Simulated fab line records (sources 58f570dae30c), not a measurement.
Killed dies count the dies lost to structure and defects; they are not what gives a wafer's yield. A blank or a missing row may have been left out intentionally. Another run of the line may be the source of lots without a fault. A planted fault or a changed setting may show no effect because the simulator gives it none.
2 desks, one fault | flow berkeley_cmos170 | only its own numbers are on each desk; what lay behind them is given at the end

## FROM THE METROLOGY DESK
What the gauges read for every lot (on any tool): the sampled wafers with a number, averaged. A lot is out of limits, marked OUT, if its mean lies more than 4 standard deviations from the usual mean; the brackets give that distance.
Columns: A = cd_nm at UCB170_V2_CD_MEAS_90, usual 699.6 nm; B = cd_nm at UCB170_M3_CD_MEAS_15, usual 699.9 nm
lot  | first seen here | A     | B
L403 | day 8 13:08     | 701.0 | 701.4
L404 | day 9 03:06     | 698.6 | 703.0
L405 | day 9 03:35     | 698.4 | 701.6
L406 | day 9 14:13     | 698.6 | 698.3
L408 | day 9 18:47     | 699.6 | 699.6
L410 | day 10 06:09    | 700.0 | 699.7
L412 | day 10 20:40    | 698.1 | 698.7
L414 | day 11 04:35    | 699.8 | 700.0
L413 | day 11 06:22    | 701.8 | 698.0
L415 | day 11 21:12    | 700.0 | 699.2
L419 | day 12 19:18    | 700.3 | 701.2
L426 | day 14 08:43    | 699.2 | 697.8
L425 | day 14 10:22    | 695.9 | 699.7
Finding of this desk: none of the 13 lots has anything out of limits.

## TOOL OWNER'S DESK, rie_diel-03
The tool's own readings at UCB170_M3_ETCH_17 (etches BARC in N2/H2): means of the sampled wafers that have a number, for each lot that ran on this tool. A lot is out of limits, marked OUT, if its mean lies more than 4 standard deviations from the usual mean; the brackets give that distance.
Columns: A = drypump_motor_current_A at UCB170_M3_ETCH_17, usual 5.9 A; B = oes_product_au at UCB170_M3_ETCH_17, usual 1.000 a.u.; C = throttle_valve_pct at UCB170_M3_ETCH_17, usual 13.32 %
lot  | first seen here | A   | B     | C
L403 | day 8 15:46     | 5.9 | 1.012 | 13.43
L404 | day 9 05:50     | 6.2 | 0.994 | 13.24
L412 | day 10 23:27    | 6.1 | 1.001 | 13.24
L415 | day 12 00:08    | 6.1 | 0.992 | 13.22
L419 | day 13 02:01    | 6.1 | 0.989 | 13.24
Finding of this desk: none of the 5 lots has anything out of limits.

## TAKEN TOGETHER
The metrology desk saw nothing out of limits.
The desk of the tool owner found nothing out of limits.

## WHAT WAS PUT IN BY THE SIMULATOR
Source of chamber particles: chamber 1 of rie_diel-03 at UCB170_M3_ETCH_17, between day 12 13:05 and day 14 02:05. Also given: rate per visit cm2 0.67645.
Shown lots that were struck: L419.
